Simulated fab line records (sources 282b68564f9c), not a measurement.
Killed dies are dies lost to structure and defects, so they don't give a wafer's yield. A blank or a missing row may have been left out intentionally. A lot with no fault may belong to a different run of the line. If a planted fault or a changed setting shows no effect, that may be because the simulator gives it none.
Struck lot and sound lot, side by side + flow ritCmos + 17 steps out of a route of 202
Sound: wafers L579.2, L579.4, L579.6. Wafers struck: L585.1, L585.2, L585.5. The cause comes at the end.
Each step with rows lists, per side, the tool, then ch with its chambers, then its first start. Under that, the readings that differ: sound wafers + struck wafers + difference of the means + sigmas: that difference in standard deviations of wafers without a fault.
alike: readings whose means differ by less than 2 such deviations, and words and numbers that are the same on both sides. not compared: withheld readings, readings that some wafer has no value for, bounds like >300 that may hide the same value, and numbers for which the record gives no deviation and whose values overlap.
A row with sigmas, a row that says differs or no value, or rows on one side alone: a step with any of these is where the two part. Numbers that don't overlap but have no deviation are shown without sigmas and don't part them. A reading that every wafer of one side lacks parts them only if that side has two wafers or more.

RIT_NWELL_TW_MEAS_10:
  sound on filmMetro-04 at day 4 04:10; struck on filmMetro-04 at day 5 12:46
  alike: NWELL_TW
then, 6 steps without rows for these wafers: RIT_PWELL_HMDS_00 (prime time 60 s); RIT_PWELL_COAT_01 (resist thk 1300 nm); RIT_PWELL_SOFTBAKE_02 (time 60 s); RIT_PWELL_EXPOSE_03 (exposes mask M3, target cd 43700 nm); RIT_PWELL_PEB_04; RIT_PWELL_DEVELOP_05 (develop time 68 s).
RIT_PWELL_OVL_MEAS_06:
  sound on overlay-02 at day 4 05:19; struck on overlay-01 at day 5 13:42
  alike: PWELL_OVL
then, 2 steps without rows for these wafers: RIT_PWELL_HARDBAKE_07 (time 120 s); RIT_PWELL_IMPLANT_08.
RIT_PWELL_STRIP_09: strips in O2, time 180 s.
  sound on plasmaAsher-04 ch 0,1, day 4 05:46; struck on plasmaAsher-04 ch 0,1, day 5 14:13
  alike: drypumpMotorCurrentA, rfReflPowerW
  not compared: rfHoursCounterH
RIT_PWELL_TW_MEAS_10:
  sound on filmMetro-01 at day 4 05:57; struck on filmMetro-03 at day 5 14:23
| reading  | sound       | struck      | difference | sigmas |
|----------|-------------|-------------|------------|--------|
| PWELL_TW | 955 956 955 | 929 935 933 | -23        | -2     |
RIT_WELLDRIVE_ANNEAL_00: time 14700 s.
  sound on furnace-02 ch 0, day 4 06:00; struck on furnace-04 ch 0, day 5 14:56
| reading                | sound                | struck               | difference | sigmas |
|------------------------|----------------------|----------------------|------------|--------|
| spikeTcCentreC (C)     | 1103.6 1103.4 1101.4 | 1068.5 1067.1 1068.0 | -34.9      | -29    |
| zonePowerCentrePct (%) | 58 57 58             | 34 33 33             | -24        | -6     |
  alike: zonePowerLoadPct
RIT_WELLDRIVE_RS_MEAS_01: the measuring method here is four-point-probe.
  sound on filmMetro-03 at day 4 11:06; struck on filmMetro-04 at day 5 20:01
| reading           | sound             | struck            | difference | sigmas |
|-------------------|-------------------|-------------------|------------|--------|
| NWELL_RS (ohm/sq) | 274.3 274.5 273.9 | 292.5 288.3 279.0 | +12.4      | +18    |
RIT_WELLDRIVE_RS_MEAS_02: the measuring method here is four-point-probe.
  sound on filmMetro-03 at day 4 11:13; struck on filmMetro-04 at day 5 20:08
| reading           | sound             | struck            | difference | sigmas |
|-------------------|-------------------|-------------------|------------|--------|
| PWELL_RS (ohm/sq) | 430.5 429.2 427.1 | 447.5 445.4 436.2 | +14.1      | +13    |
then, 1 step without rows for these wafers: RIT_NRETRO_HMDS_00 (prime time 60 s).
RIT_M1_PROBE_99:
  sound on prober-02 at day 5 17:35; struck on prober-01 at day 7 04:12
| reading                             | sound             | struck            | difference | sigmas |
|-------------------------------------|-------------------|-------------------|------------|--------|
| model.etest.nwellPinched.rsOhmSq    | 334 339.3 333.8   | 370.2 366.2 343.5 | +24.3      |        |
| model.etest.pwellPinched.rsOhmSq    | 460.2 461.7 453   | 485.6 481.9 467.2 | +19.9      |        |
| model.etest.pwell.rsOhmSq           | 418.6 414.7 413.1 | 433.2 436 427.4   | +16.7      |        |
| model.etest.fieldN.vtV (V)          | 34.11 34.05 34.11 | 35.94 36.08 34.85 | +1.53      |        |
| model.etest.diodePplusNwell.bvV (V) | 6.547 6.627 6.594 | 6.205 6.265 6.357 | -0.314     |        |
| model.etest.diodeNplusPwell.bvV (V) | 5.89 5.908 5.922  | 5.752 5.788 5.862 | -0.106     |        |
  alike: killed_at_M0_to_M3, killedAtFrontEnd, killedDies, killedOpen, killedShort
  not compared: model.etest.fieldPMetal.vtV, model.etest.fieldP.vtV

== WHERE THEY PART ==
Last at RIT_WELLDRIVE_RS_MEAS_02 as far as this record goes, first at RIT_PWELL_TW_MEAS_10. Later steps at which nothing parts them and some readings are alike: RIT_M1_PROBE_99.

WHY: what had been put in by the simulator
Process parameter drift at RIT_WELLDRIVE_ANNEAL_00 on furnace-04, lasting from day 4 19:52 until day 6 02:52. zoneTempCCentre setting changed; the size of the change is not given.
